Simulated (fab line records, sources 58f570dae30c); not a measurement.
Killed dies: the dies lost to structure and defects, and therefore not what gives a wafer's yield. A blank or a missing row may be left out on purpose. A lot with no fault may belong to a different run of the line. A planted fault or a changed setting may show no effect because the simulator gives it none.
Tool commonality check :: flow berkeley-cmos170 :: 48 wafers sampled across 14 lots

WHY THIS WAS OPENED
UCB170_V1_THK_MEAS_01, reading V1_TEOS_THK: flagged on 2 of 14 lots. Fault-free wafers read 2003 nm, with a standard deviation of 24.
Rule: a lot gets a flag if all its wafers with a number sit over 4 standard deviations from that mean, or if no wafer of it has a number. The rest of the lots are taken to be sound.

lot: L916
measured: day 8 08:08
on: film-metro-04
V1_TEOS_THK (nm), wafer by wafer: 2006 2035 2005
flag: 

lot: L918
measured: day 8 09:29
on: film-metro-03
V1_TEOS_THK (nm), wafer by wafer: 2015 2016 2027
flag: 

lot: L917
measured: day 8 11:44
on: film-metro-04
V1_TEOS_THK (nm), wafer by wafer: 1969 1970 1997
flag: 

lot: L920
measured: day 9 12:00
on: film-metro-04
V1_TEOS_THK (nm), wafer by wafer: 1996 1996 2052
flag: 

lot: L923
measured: day 9 15:02
on: film-metro-03
V1_TEOS_THK (nm), wafer by wafer: 2001 2030 2016
flag: 

lot: L922
measured: day 9 16:23
on: film-metro-03
V1_TEOS_THK (nm), wafer by wafer: 1988 1997 1990
flag: 

lot: L925
measured: day 9 23:57
on: film-metro-04
V1_TEOS_THK (nm), wafer by wafer: 2024 1998 2004
flag: 

lot: L924
measured: day 10 01:18
on: film-metro-04
V1_TEOS_THK (nm), wafer by wafer: 1961 1997 1988
flag: 

lot: L927
measured: day 10 11:49
on: film-metro-03
V1_TEOS_THK (nm), wafer by wafer: 1953 2003 2009
flag: 

lot: L928
measured: day 10 13:09
on: film-metro-02
V1_TEOS_THK (nm), wafer by wafer: 1994 1995 2022
flag: 

lot: L930
measured: day 11 05:22
on: film-metro-04
V1_TEOS_THK (nm), wafer by wafer: 1969 1985 2009
flag: 

lot: L932
measured: day 11 06:43
on: film-metro-02
V1_TEOS_THK (nm), wafer by wafer: 2030 2031 2021
flag: 

lot: L937
measured: day 12 07:39
on: film-metro-02
V1_TEOS_THK (nm), wafer by wafer: 2531 2553 2541 2532 2551 2541
flag: FLAGGED

lot: L938
measured: day 12 23:22
on: film-metro-04
V1_TEOS_THK (nm), wafer by wafer: 2513 2540 2557 2514 2540 2555
flag: FLAGGED
Average over the flagged lots: 2539 nm; offset from the usual +536 nm, equal to +22 standard deviations.

LOT BY LOT: THE TOOL USED
The record keeps 1 process step preceding the reading, out of 331 steps on the route. Each cell gives the tool, then ch followed by the chambers the sampled wafers passed through, then the start.
lot: L916
flag: 
UCB170_V1_CVD_00: pecvd-01 ch 1,2, day 8 07:59

lot: L918
flag: 
UCB170_V1_CVD_00: pecvd-03 ch 0,1, day 8 09:19

lot: L917
flag: 
UCB170_V1_CVD_00: pecvd-02 ch 0,1,2, day 8 11:34

lot: L920
flag: 
UCB170_V1_CVD_00: pecvd-01 ch 0,1,2, day 9 11:51

lot: L923
flag: 
UCB170_V1_CVD_00: pecvd-02 ch 1,2, day 9 14:53

lot: L922
flag: 
UCB170_V1_CVD_00: pecvd-03 ch 0,1,2, day 9 16:13

lot: L925
flag: 
UCB170_V1_CVD_00: pecvd-01 ch 1,2, day 9 23:47

lot: L924
flag: 
UCB170_V1_CVD_00: pecvd-03 ch 0,2, day 10 01:08

lot: L927
flag: 
UCB170_V1_CVD_00: pecvd-02 ch 0,1,2, day 10 11:39

lot: L928
flag: 
UCB170_V1_CVD_00: pecvd-01 ch 0,2, day 10 12:59

lot: L930
flag: 
UCB170_V1_CVD_00: pecvd-03 ch 0,2, day 11 05:13

lot: L932
flag: 
UCB170_V1_CVD_00: pecvd-01 ch 0,1,2, day 11 06:37

lot: L937
flag: FLAGGED
UCB170_V1_CVD_00: pecvd-01 ch 0,1,2, day 12 07:32

lot: L938
flag: FLAGGED
UCB170_V1_CVD_00: pecvd-01 ch 1,2, day 12 23:13
These steps, and what they do:
- UCB170_V1_CVD_00: deposits SiO2 from TEOS/O2, target thk 2000 nm, time 250 s.
- UCB170_V1_THK_MEAS_01

FLAGGED OVER TOTAL, TOOL BY TOOL (the gauges that took the reading come last)
step: UCB170_V1_CVD_00
tool: pecvd-01
lots run: 7
flagged: 2
share of the flagged lots: all
sound lots run after its first flagged lot: 0

step: UCB170_V1_CVD_00
tool: pecvd-02
lots run: 3
flagged: 0
share of the flagged lots: none
sound lots run after its first flagged lot: -

step: UCB170_V1_CVD_00
tool: pecvd-03
lots run: 4
flagged: 0
share of the flagged lots: none
sound lots run after its first flagged lot: -

step: UCB170_V1_THK_MEAS_01
tool: film-metro-02
lots run: 3
flagged: 1
share of the flagged lots: some
sound lots run after its first flagged lot: 0

step: UCB170_V1_THK_MEAS_01
tool: film-metro-03
lots run: 4
flagged: 0
share of the flagged lots: none
sound lots run after its first flagged lot: -

step: UCB170_V1_THK_MEAS_01
tool: film-metro-04
lots run: 7
flagged: 1
share of the flagged lots: some
sound lots run after its first flagged lot: 0

WHAT IS ALLOWED BY THE TABLE
All flagged lots share 1 row of the table, namely pecvd-01 at UCB170_V1_CVD_00.
- pecvd-01 at UCB170_V1_CVD_00 ran 7 lots, 2 of them flagged. Last sound lot L932 at day 11 06:37, first flagged lot L937 at day 12 07:32; a fault beginning in between fits.
One tool is left: pecvd-01 at UCB170_V1_CVD_00.

WHAT WAS PUT IN BY THE SIMULATOR
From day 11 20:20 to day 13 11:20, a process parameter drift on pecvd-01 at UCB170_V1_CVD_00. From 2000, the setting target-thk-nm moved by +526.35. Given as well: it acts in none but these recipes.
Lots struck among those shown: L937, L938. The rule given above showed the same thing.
